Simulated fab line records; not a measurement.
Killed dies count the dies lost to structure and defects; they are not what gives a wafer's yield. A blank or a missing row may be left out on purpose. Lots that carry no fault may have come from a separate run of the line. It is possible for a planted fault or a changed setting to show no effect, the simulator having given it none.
fab line records    flow rit-cmos
record lots=5  wafers=15  last-day=7
route steps=202 shown PLDD@122 SPACER@125 NSD@131 M1@202
lots that met no fault: from a run of the same line without faults
start-h: hours from the record's first day to the start of the lot's first wafer shown    wait-h: hours from the lot's prior step to this one    " as in the row above    L1.1+2: one row covering several wafers at once    - value missing, or start not given    * or withheld: withheld    < > ~ a bound
route shown NAME@n: a module of which the file shows steps, and the number in the route of the first    usual: mean and standard deviation over wafers with no fault    same: alike in all rows    chamber/n: place in a boat    sites: the reading at each site    _std_site: their standard deviation    _edge_site: outer sites' mean less inner sites'    radius-mm: how far each site lies from the wafer's centre    mask NAME#n: copy n    behind: the last tool/chamber to shape the wafer    hold: the reason the lot was held/the length of the hold in hours/how it ended    device: which transistor (n, p or np) failed to switch    end of line: the same wafers' tests at the end of the route    a step given without rows: its recipe and nothing more    killed: not the wafer's yield, but the dies lost to structure and defects at the first sort    map: dies across one wafer; x = killed, . = not, _ = none there
set.NAME: setting as actually run; set.NAME@STEP: the setting as run at that earlier step    model.NAME: the simulator's own value behind a step, which no gauge read
lots at some steps of the route; a table a step, a row a wafer
services: from which hour (start-h, from the record's first day; less than 0 if before it) a tool's chamber was out of use, for how many hours, and why
## steps
# step RIT_PLDD_IMPLANT_08
# recipe species=BF2  energy-kev=20.19  dose-cm2=9e+14  tilt-deg=7
# step RIT_PLDD_STRIP_09
# recipe chemistry=O2  time-s=180  resist=NOVOLAK  platen-temp-c=withheld  power-w=500  pressure-mtorr=4000  o2-flow-sccm=4000
# usual chamber-pressure-mTorr=4000/3.9  drypump-motor-current-A=5.6/0.56
lot.wafer  tool             chamber  start-h  wait-h  chamber-pressure-mTorr  drypump-motor-current-A  rf-hours-counter-h
L697.3     plasma-asher-04  1        45.57    0.1     4002                    5.0                      -
L697.4     "                0        "        "       3993                    6.2                      -
L697.5     "                0        "        "       4008                    6.2                      -
L701.2     plasma-asher-04  0        67.40    0.1     4000                    6.2                      43
L701.3     "                1        "        "       4002                    5.0                      -
L701.6     "                0        "        "       3998                    6.2                      -
L705.2     plasma-asher-03  1        89.02    0.1     4000                    5.0                      46
L705.4     "                1        "        "       4000                    4.9                      -
L705.5     "                0        "        "       4003                    5.7                      -
L713.2     plasma-asher-02  1        124.55   0.1     4000                    6.5                      33
L713.3     "                1        "        "       4004                    6.5                      -
L713.4     "                0        "        "       3999                    6.0                      -
L720.3     plasma-asher-03  0        158.58   0.1     3997                    5.7                      -
L720.5     "                0        "        "       4004                    5.7                      -
L720.6     "                1        "        "       3987                    4.9                      -
# step RIT_PLDD_TW_MEAS_10
# usual PLDD_TW=2346/12
lot.wafer  tool           chamber  start-h  wait-h  PLDD_TW
L697.3     film-metro-04  -        45.70    0.1     2363
L697.4     "              -        "        "       2352
L697.5     "              -        "        "       2352
L701.2     film-metro-02  -        67.59    0.1     2347
L701.3     "              -        "        "       2337
L701.6     "              -        "        "       2352
L705.2     film-metro-02  -        89.21    0.1     2332
L705.4     "              -        "        "       2339
L705.5     "              -        "        "       2335
L713.2     film-metro-04  -        124.74   0.1     2350
L713.3     "              -        "        "       2348
L713.4     "              -        "        "       2342
L720.3     film-metro-01  -        158.72   0.1     2346
L720.5     "              -        "        "       2357
L720.6     "              -        "        "       2368
# step RIT_SPACER_CLEAN_00
# recipe chemistry=SC1  mix=3:3:50  time-s=600  temp-c=75
# step RIT_SPACER_CLEAN_01
# recipe chemistry=dHF  dilution=50:1  time-s=30
# step RIT_SPACER_CLEAN_02
# recipe chemistry=SC2  mix=3:3:50  time-s=600  temp-c=75  dry=n2-spin
# step RIT_SPACER_CVD_03
# recipe material=Si3N4  target-thk-nm=250  temp-c=810  precursor=SiH2Cl2/NH3  time-s=3300  pressure-mtorr=300  sih2cl2-flow-sccm=60  nh3-flow-sccm=150
# step RIT_SPACER_THK_MEAS_04
# recipe reads=Si3N4_of_SPACER_CVD_03
# usual SPACER_NITRIDE_THK=250.4/2.2
lot.wafer  tool           chamber  start-h  wait-h  SPACER_NITRIDE_THK[nm]
L697.3     film-metro-04  -        48.05    0.0     253.8
L697.4     "              -        "        "       253.2
L697.5     "              -        "        "       253.6
L701.2     film-metro-01  -        69.93    0.0     248.9
L701.3     "              -        "        "       248.2
L701.6     "              -        "        "       247.8
L705.2     film-metro-01  -        92.51    0.0     251.6
L705.4     "              -        "        "       251.6
L705.5     "              -        "        "       251.8
L713.2     film-metro-01  -        127.41   0.0     251.2
L713.3     "              -        "        "       249.4
L713.4     "              -        "        "       249.2
L720.3     film-metro-04  -        161.06   0.0     247.9
L720.5     "              -        "        "       248.3
L720.6     "              -        "        "       248.6
# step RIT_SPACER_ETCHBACK_05
# recipe target-depth-a=2500  SF6_flow_sccm=30  CHF3_flow_sccm=30  target=Si3N4  chemistry=SF6/CHF3  pressure-mtorr=40  rf-w=250  time-s=240  stop-on=SiO2
# usual chamber-pressure-mTorr=40.00/0.035  drypump-motor-current-A=5.9/0.42  oes-product-au=0.841/0.015  throttle-valve-pct=10.21/0.13
lot.wafer  tool         chamber  start-h  wait-h  chamber-pressure-mTorr  drypump-motor-current-A  oes-product-au  rf-hours-counter-h  throttle-valve-pct
L697.3     rie-diel-03  2        48.09    0.0     40.03                   5.5                      0.863           2                   10.42
L697.4     "            0        "        "       40.05                   5.8                      0.835           81                  10.37
L697.5     "            1        "        "       40.04                   6.3                      0.869           -                   10.18
L701.2     rie-diel-03  2        69.98    0.0     40.05                   5.5                      0.849           2                   10.41
L701.3     "            1        "        "       39.97                   6.3                      0.857           92                  10.18
L701.6     "            0        "        "       39.94                   5.8                      0.816           -                   10.38
L705.2     rie-diel-02  0        92.56    0.0     40.08                   5.5                      0.878           0                   10.30
L705.4     "            3        "        "       39.93                   5.9                      0.860           1                   10.23
L705.5     "            0        "        "       39.97                   5.5                      0.883           -                   10.33
L713.2     rie-diel-04  1        127.46   0.0     39.97                   6.8                      0.820           154                 9.98
L713.3     "            0        "        "       40.00                   5.5                      0.840           98                  10.29
L713.4     "            2        "        "       39.97                   5.5                      0.848           149                 10.11
L720.3     rie-diel-04  1        161.10   0.0     40.00                   6.8                      0.831           0                   9.98
L720.5     "            3        "        "       40.03                   6.3                      0.822           -                   10.16
L720.6     "            1        "        "       40.02                   6.8                      0.839           -                   9.98
# step RIT_NSD_HMDS_00
# recipe prime-time-s=60  prime-temp-c=140
# step RIT_NSD_COAT_01
# recipe resist=NOVOLAK  spin-rpm=3250  resist-thk-nm=1000
# step RIT_NSD_SOFTBAKE_02
# recipe resist=NOVOLAK  temp-c=90  time-s=60
# step RIT_NSD_EXPOSE_03
# recipe mask-id=M9  na=0.57  target-cd-nm=40700  dose-mj=250
# usual exposure-dose-mJ-cm2=250.02/0.23
# same na=0.57
lot.wafer  tool              chamber  start-h  wait-h  mask     exposure-dose-mJ-cm2
L697.3     iline-stepper-02  0        48.73    0.1     M9#0     249.82
L697.4     "                 0        "        "       M9#0     250.20
L697.5     "                 0        "        "       M9#0     249.78
L701.2     iline-stepper-01  0        70.73    0.2     M9#0     250.17
L701.3     "                 0        "        "       M9#0     250.04
L701.6     "                 0        "        "       M9#0     249.94
L705.2     iline-stepper-02  0        93.18    0.1     M9_R1#0  249.99
L705.4     "                 0        "        "       M9_R1#0  250.01
L705.5     "                 0        "        "       M9_R1#0  249.73
L713.2     iline-stepper-02  0        128.20   0.2     M9#0     250.01
L713.3     "                 0        "        "       M9#0     249.98
L713.4     "                 0        "        "       M9#0     250.03
L720.3     iline-stepper-01  0        161.74   0.1     M9#0     249.82
L720.5     "                 0        "        "       M9#0     249.70
L720.6     "                 0        "        "       M9#0     249.52
# step RIT_NSD_PEB_04
# recipe resist=NOVOLAK  temp-c=withheld  time-s=withheld
# step RIT_M1_PROBE_99
# usual killed-at-contacts=0.1/0.27  killed-at-front-end=7/3  killed-dies=7.0/3  killed-open=3.5/2.1  killed-short=3.4/1.9
# same gross-dies=264  killed_at_M0_to_M3=0  killed_at_M4_up=0  killed-at-back-side=0  killed-at-other=0
lot.wafer  tool       chamber  start-h  wait-h  killed-at-contacts  killed-at-front-end  killed-dies  killed-open  killed-short  model.etest.select-edge-diode-n.leak-log10-a
L697.3     prober-02  -        62.64    0.2     1                   7                    8            2            6             -9.949
L697.4     prober-02  -        62.69    0.2     0                   9                    9            5            4             -9.799
L697.5     prober-02  -        62.74    0.2     0                   6                    6            5            1             -9.662
L701.2     prober-01  -        81.28    0.1     0                   6                    6            3            3             -9.87
L701.3     prober-01  -        81.33    0.2     1                   4                    5            2            3             -9.648
L701.6     prober-01  -        81.48    0.2     0                   8                    8            5            3             -9.635
L705.2     prober-01  -        103.72   0.1     0                   6                    6            4            2             -9.185
L705.4     prober-01  -        103.82   0.2     0                   10                   10           4            6             -9.255
L705.5     prober-01  -        103.87   0.2     0                   4                    4            3            1             -8.909
L713.2     prober-01  -        138.74   0.1     0                   2                    2            2            0             -9.931
L713.3     prober-01  -        138.79   0.2     0                   3                    3            0            3             -9.69
L713.4     prober-01  -        138.84   0.2     0                   8                    8            3            5             -9.68
L720.3     prober-02  -        171.87   0.2     0                   9                    9            4            5             -9.629
L720.5     prober-02  -        171.97   0.2     0                   1                    1            0            1             -9.637
L720.6     prober-02  -        172.02   0.2     0                   3                    3            1            2             -9.998
# killed by level:class
L697.3 FOX1:geometric-particle:short=3 FOX1:geometric-particle:open=2 REOX:geometric-particle:short=1 SPACER:geometric-particle:short=1 CONTACT:geometric-particle:short=1
L697.4 REOX:geometric-particle:open=2 FOX1:geometric-particle:short=1 GATE:geometric-particle:open=1 GATE:geometric-particle:short=1 SPACER:geometric-particle:open=1 SPACER:geometric-particle:short=1 SILICIDE:geometric-particle:short=1 SILICIDE:geometric-particle:open=1
L697.5 REOX:geometric-particle:open=2 SPACER:geometric-particle:open=2 FOX2:geometric-particle:open=1 GATE:geometric-particle:short=1
L701.2 GATE:geometric-particle:short=2 FOX1:geometric-particle:open=1 GATE:geometric-particle:open=1 SPACER:geometric-particle:open=1 SILICIDE:geometric-particle:short=1
L701.3 GATE:geometric-particle:short=2 FOX1:geometric-particle:short=1 FOX1:geometric-particle:open=1 CONTACT:geometric-particle:open=1
L701.6 REOX:geometric-particle:open=3 SILICIDE:geometric-particle:short=3 FOX1:geometric-particle:open=1 GATE:geometric-particle:open=1
L705.2 GATE:geometric-particle:open=2 GATE:geometric-particle:short=1 REOX:geometric-particle:short=1 REOX:geometric-particle:open=1 SILICIDE:geometric-particle:open=1
L705.4 GATE:geometric-particle:short=5 GATE:geometric-particle:open=2 FOX1:geometric-particle:short=1 FOX1:geometric-particle:open=1 SPACER:geometric-particle:open=1
L705.5 GATE:geometric-particle:open=1 REOX:geometric-particle:short=1 REOX:geometric-particle:open=1 SPACER:geometric-particle:open=1
L713.2 SILICIDE:geometric-particle:open=2
L713.3 FOX1:geometric-particle:short=2 GATE:geometric-particle:short=1
L713.4 FOX1:geometric-particle:short=2 GATE:geometric-particle:short=2 FOX1:geometric-particle:open=1 FOX2:geometric-particle:open=1 GATE:geometric-particle:open=1 SPACER:geometric-particle:short=1
L720.3 GATE:geometric-particle:short=5 FOX1:geometric-particle:open=1 GATE:geometric-particle:open=1 REOX:geometric-particle:open=1 SPACER:geometric-particle:open=1
L720.5 GATE:geometric-particle:short=1
L720.6 GATE:geometric-particle:short=2 SPACER:geometric-particle:open=1
## services
tool              chamber  start-h  hours  kind
rie-diel-02       1        26.28    7.7    repair
plasma-asher-02   -        31.32    2.8    pm
iline-stepper-01  -        37.26    26.9   repair
rie-diel-04       -        38.59    0.4    repair
rie-diel-02       1        44.88    4.7    repair
plasma-asher-03   -        63.43    0.4    repair
iline-stepper-01  -        64.20    1.7    pm
rie-diel-02       1        66.11    4.4    repair
iline-stepper-01  0        69.91    -      calibration
rie-diel-04       2        71.65    5.1    repair
rie-diel-02       3        77.78    5.2    repair
rie-diel-04       3        86.38    5.6    repair
rie-diel-03       0        98.53    4.7    repair
iline-stepper-01  -        105.50   5.6    repair
rie-diel-04       3        109.74   5.1    repair
rie-diel-02       0        130.28   9.4    repair
rie-diel-02       -        132.17   2.4    repair
rie-diel-04       1        133.55   -      clean
rie-diel-04       1        133.55   14.6   scheduled-down
rie-diel-04       1        133.55   14.6   vent-cycle
rie-diel-04       2        151.45   -      clean
rie-diel-04       2        151.45   15.7   scheduled-down
rie-diel-02       3        159.53   3.1    repair
rie-diel-03       3        160.28   7.0    repair
## key
first-sign step=RIT_NSD_EXPOSE_03  reading=mask  direction=changed
effect none on later readings
model-effect step=RIT_M1_PROBE_99  value=etest.select-edge-diode-n.leak-log10-a  without=-9.796  struck=-9.116
met-at RIT_NSD_EXPOSE_03
struck-wafers L705.2,L705.4,L705.5
tester-left-out L705
onset-between 48.73 93.18
fault kind=wrong-mask  tool=any  chamber=-  onset-h=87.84  steps=RIT_NSD_EXPOSE_03  aux-copy=M9_R1#0  cd-offset-nm=-220  scope=struck-lots-only
# tester-left-out: of these lots the tester's yield and bins aren't shown, on N5 and GAA mostly nor the transistor test; their killed dies are dies lost to structure and defects alone, not to doping, threshold or leakage, so they don't give the yield
